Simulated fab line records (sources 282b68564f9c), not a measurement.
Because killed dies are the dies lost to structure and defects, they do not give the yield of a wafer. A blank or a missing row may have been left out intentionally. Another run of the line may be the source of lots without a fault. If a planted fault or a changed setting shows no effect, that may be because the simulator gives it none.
Which tool did it? || flow rit-cmos || 14 lots with 42 wafers sampled at 2 steps, on a route of 202 steps

WHAT THE GAUGES SHOWED, per wafer
No reading from a measuring or inspecting step in the record can be judged against a usual standard deviation.

WHAT TOOL EACH LOT RAN ON (gives the tool, then ch and the chambers of the sampled wafers, and finally the start)
{"lot": "L240", "RIT_CONTACT_ETCH_11": "rie-diel-04 ch 1,2,3, day 3 06:32", "RIT_M1_PROBE_99": "prober-01, day 3 11:52"}
{"lot": "L241", "RIT_CONTACT_ETCH_11": "rie-diel-03 ch 0,1,3, day 3 15:50", "RIT_M1_PROBE_99": "prober-02, day 3 21:13"}
{"lot": "L243", "RIT_CONTACT_ETCH_11": "rie-diel-03 ch 0,2, day 3 22:07", "RIT_M1_PROBE_99": "prober-02, day 4 03:32"}
{"lot": "L244", "RIT_CONTACT_ETCH_11": "rie-diel-03 ch 2,3, day 4 05:28", "RIT_M1_PROBE_99": "prober-01, day 4 10:46"}
{"lot": "L245", "RIT_CONTACT_ETCH_11": "rie-diel-01 ch 0,1, day 4 14:50", "RIT_M1_PROBE_99": "prober-02, day 4 19:45"}
{"lot": "L246", "RIT_CONTACT_ETCH_11": "rie-diel-04 ch 0,3, day 4 17:20", "RIT_M1_PROBE_99": "prober-01, day 4 22:34"}
{"lot": "L248", "RIT_CONTACT_ETCH_11": "rie-diel-03 ch 0,3, day 5 03:22", "RIT_M1_PROBE_99": "prober-01, day 5 08:16"}
{"lot": "L249", "RIT_CONTACT_ETCH_11": "rie-diel-03 ch 0,3, day 5 07:31", "RIT_M1_PROBE_99": "prober-02, day 5 12:29"}
{"lot": "L256", "RIT_CONTACT_ETCH_11": "rie-diel-04 ch 0,1,2, day 7 16:25", "RIT_M1_PROBE_99": "prober-02, day 7 21:37"}
{"lot": "L257", "RIT_CONTACT_ETCH_11": "rie-diel-01 ch 0,3, day 7 17:48", "RIT_M1_PROBE_99": "prober-01, day 7 23:10"}
{"lot": "L258", "RIT_CONTACT_ETCH_11": "rie-diel-04 ch 0,2, day 8 06:58", "RIT_M1_PROBE_99": "prober-02, day 8 12:23"}
{"lot": "L260", "RIT_CONTACT_ETCH_11": "rie-diel-01 ch 0,1, day 8 07:34", "RIT_M1_PROBE_99": "prober-02, day 8 13:56"}
{"lot": "L261", "RIT_CONTACT_ETCH_11": "rie-diel-04 ch 0,3, day 8 11:19", "RIT_M1_PROBE_99": "prober-01, day 8 16:25"}
{"lot": "L263", "RIT_CONTACT_ETCH_11": "rie-diel-04 ch 1,2,3, day 8 20:41", "RIT_M1_PROBE_99": "prober-02, day 9 02:20"}
- RIT_CONTACT_ETCH_11: etches SiO2 in CHF3/CF4/Ar, stops on TiSi2, target depth 480 nm, time 320 s.
- RIT_M1_PROBE_99

AS READ BY THE TOOLS THEMSELVES (means over the sampled wafers that have a number; for cases with no such wafer, the mark the record gives instead)
RIT_CONTACT_ETCH_11.
{"lot": "L240", "tool": "rie-diel-04", "cf4-flow-sccm (sccm)": 10.01, "drypump-motor-current-A (A)": 6.0, "oes-product-au (a.u.)": 0.988, "rf-fwd-power-W (W)": 199.4, "throttle-valve-pct (%)": 8.89}
{"lot": "L241", "tool": "rie-diel-03", "cf4-flow-sccm (sccm)": 9.99, "drypump-motor-current-A (A)": 5.6, "oes-product-au (a.u.)": 0.995, "rf-fwd-power-W (W)": 199.2, "throttle-valve-pct (%)": 8.77}
{"lot": "L243", "tool": "rie-diel-03", "cf4-flow-sccm (sccm)": 9.98, "drypump-motor-current-A (A)": 5.6, "oes-product-au (a.u.)": 0.990, "rf-fwd-power-W (W)": 199.4, "throttle-valve-pct (%)": 8.74}
{"lot": "L244", "tool": "rie-diel-03", "cf4-flow-sccm (sccm)": 9.99, "drypump-motor-current-A (A)": 5.5, "oes-product-au (a.u.)": 1.005, "rf-fwd-power-W (W)": 199.6, "throttle-valve-pct (%)": 8.78}
{"lot": "L245", "tool": "rie-diel-01", "cf4-flow-sccm (sccm)": 10.02, "drypump-motor-current-A (A)": 6.2, "oes-product-au (a.u.)": 0.993, "rf-fwd-power-W (W)": 199.9, "throttle-valve-pct (%)": 8.82}
{"lot": "L246", "tool": "rie-diel-04", "cf4-flow-sccm (sccm)": 9.99, "drypump-motor-current-A (A)": 6.4, "oes-product-au (a.u.)": 0.988, "rf-fwd-power-W (W)": 200.1, "throttle-valve-pct (%)": 8.89}
{"lot": "L248", "tool": "rie-diel-03", "cf4-flow-sccm (sccm)": 10.02, "drypump-motor-current-A (A)": 5.5, "oes-product-au (a.u.)": 0.990, "rf-fwd-power-W (W)": 231.7, "throttle-valve-pct (%)": 8.63}
{"lot": "L249", "tool": "rie-diel-03", "cf4-flow-sccm (sccm)": 10.00, "drypump-motor-current-A (A)": 5.5, "oes-product-au (a.u.)": 0.987, "rf-fwd-power-W (W)": 231.6, "throttle-valve-pct (%)": 8.62}
{"lot": "L256", "tool": "rie-diel-04", "cf4-flow-sccm (sccm)": 10.01, "drypump-motor-current-A (A)": 5.8, "oes-product-au (a.u.)": 0.993, "rf-fwd-power-W (W)": 199.8, "throttle-valve-pct (%)": 8.94}
{"lot": "L257", "tool": "rie-diel-01", "cf4-flow-sccm (sccm)": 10.01, "drypump-motor-current-A (A)": 5.8, "oes-product-au (a.u.)": 0.959, "rf-fwd-power-W (W)": 200.0, "throttle-valve-pct (%)": 8.83}
{"lot": "L258", "tool": "rie-diel-04", "cf4-flow-sccm (sccm)": 10.02, "drypump-motor-current-A (A)": 6.0, "oes-product-au (a.u.)": 1.002, "rf-fwd-power-W (W)": 199.1, "throttle-valve-pct (%)": 8.97}
{"lot": "L260", "tool": "rie-diel-01", "cf4-flow-sccm (sccm)": 10.00, "drypump-motor-current-A (A)": 6.2, "oes-product-au (a.u.)": 0.995, "rf-fwd-power-W (W)": 199.3, "throttle-valve-pct (%)": 8.82}
{"lot": "L261", "tool": "rie-diel-04", "cf4-flow-sccm (sccm)": 10.00, "drypump-motor-current-A (A)": 6.4, "oes-product-au (a.u.)": 0.992, "rf-fwd-power-W (W)": 199.6, "throttle-valve-pct (%)": 8.89}
{"lot": "L263", "tool": "rie-diel-04", "cf4-flow-sccm (sccm)": 10.01, "drypump-motor-current-A (A)": 6.0, "oes-product-au (a.u.)": 0.984, "rf-fwd-power-W (W)": 200.5, "throttle-valve-pct (%)": 8.89}

RIT_M1_PROBE_99.
{"lot": "L240", "tool": "prober-01", "killed_at_M0_to_M3": 0.0, "killed-at-contacts": 0.0, "killed-at-front-end": 10, "killed-dies": 10, "killed-open": 5.3, "killed-short": 5.0}
{"lot": "L241", "tool": "prober-02", "killed_at_M0_to_M3": 0.0, "killed-at-contacts": 0.0, "killed-at-front-end": 7, "killed-dies": 7, "killed-open": 4.3, "killed-short": 2.7}
{"lot": "L243", "tool": "prober-02", "killed_at_M0_to_M3": 0.0, "killed-at-contacts": 0.0, "killed-at-front-end": 7, "killed-dies": 7, "killed-open": 4.3, "killed-short": 2.3}
{"lot": "L244", "tool": "prober-01", "killed_at_M0_to_M3": 0.0, "killed-at-contacts": 0.0, "killed-at-front-end": 8, "killed-dies": 8, "killed-open": 5.3, "killed-short": 3.0}
{"lot": "L245", "tool": "prober-02", "killed_at_M0_to_M3": 0.3, "killed-at-contacts": 0.0, "killed-at-front-end": 6, "killed-dies": 7, "killed-open": 2.7, "killed-short": 4.0}
{"lot": "L246", "tool": "prober-01", "killed_at_M0_to_M3": 0.0, "killed-at-contacts": 0.3, "killed-at-front-end": 9, "killed-dies": 9, "killed-open": 3.7, "killed-short": 5.3}
{"lot": "L248", "tool": "prober-01", "killed_at_M0_to_M3": 0.0, "killed-at-contacts": 0.3, "killed-at-front-end": 6, "killed-dies": 7, "killed-open": 4.0, "killed-short": 2.7}
{"lot": "L249", "tool": "prober-02", "killed_at_M0_to_M3": 0.0, "killed-at-contacts": 0.3, "killed-at-front-end": 5, "killed-dies": 5, "killed-open": 3.0, "killed-short": 2.0}
{"lot": "L256", "tool": "prober-02", "killed_at_M0_to_M3": 0.0, "killed-at-contacts": 0.0, "killed-at-front-end": 7, "killed-dies": 7, "killed-open": 3.3, "killed-short": 3.3}
{"lot": "L257", "tool": "prober-01", "killed_at_M0_to_M3": 0.0, "killed-at-contacts": 0.7, "killed-at-front-end": 7, "killed-dies": 8, "killed-open": 4.0, "killed-short": 3.7}
{"lot": "L258", "tool": "prober-02", "killed_at_M0_to_M3": 0.0, "killed-at-contacts": 0.0, "killed-at-front-end": 8, "killed-dies": 8, "killed-open": 3.0, "killed-short": 5.3}
{"lot": "L260", "tool": "prober-02", "killed_at_M0_to_M3": 0.0, "killed-at-contacts": 0.0, "killed-at-front-end": 6, "killed-dies": 6, "killed-open": 2.3, "killed-short": 3.7}
{"lot": "L261", "tool": "prober-01", "killed_at_M0_to_M3": 0.0, "killed-at-contacts": 0.0, "killed-at-front-end": 6, "killed-dies": 6, "killed-open": 4.0, "killed-short": 2.0}
{"lot": "L263", "tool": "prober-02", "killed_at_M0_to_M3": 0.0, "killed-at-contacts": 0.0, "killed-at-front-end": 7, "killed-dies": 7, "killed-open": 4.7, "killed-short": 2.0}

THE ANSWER, worked out from the rows above alone
Rule: the usual values come from the lots themselves. The widest of any qualifying gaps counts: lots, ordered by their means at a reading, are off when they make up no more than a third of the lots, leave a main group of 4 or more, and stand apart from it by 3 or more times the standard deviation of that group's means. A main group whose means are all the same, to the digits that the tables above print for the reading, isn't used. A lot without any number at a reading at which 4 lots or more have one is off too. All remaining lots with rows at the step are treated as sound. After the gauges, taken in route order, come the tools' own readings; for these a lot's mean is taken, as printed above. The first step at which some lot is off is used, and at that step the reading that is off furthest; a lot without a number counts as furthest.
Off at RIT_CONTACT_ETCH_11 (rf-fwd-power-W): L248, L249. Mean 199.7 W and standard deviation 0.4 in the main group.
If a tool, at that step or one of the process steps before it, ran each lot that is off and ran no sound lot following the first of them, it fits. One candidate fits, namely rie-diel-03 at RIT_CONTACT_ETCH_11. Its last sound lot is L244 (day 4 05:28), its first lot that is off L248 (day 5 03:22): a fault that began between those two fits.
The tool's own readings at RIT_CONTACT_ETCH_11 bear it out: on the lots that are off they differ by more than 5 times the standard deviation of the sound lots' means. rf-fwd-power-W reads 231.6 W there against 199.7 W on the sound lots.

WHAT THE SIMULATOR HAD INSERTED
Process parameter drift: rie-diel-03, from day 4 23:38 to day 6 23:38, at RIT_CONTACT_ETCH_11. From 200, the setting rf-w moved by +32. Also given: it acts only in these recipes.
Lots struck among those shown: L248, L249. The same result came from the rule above.
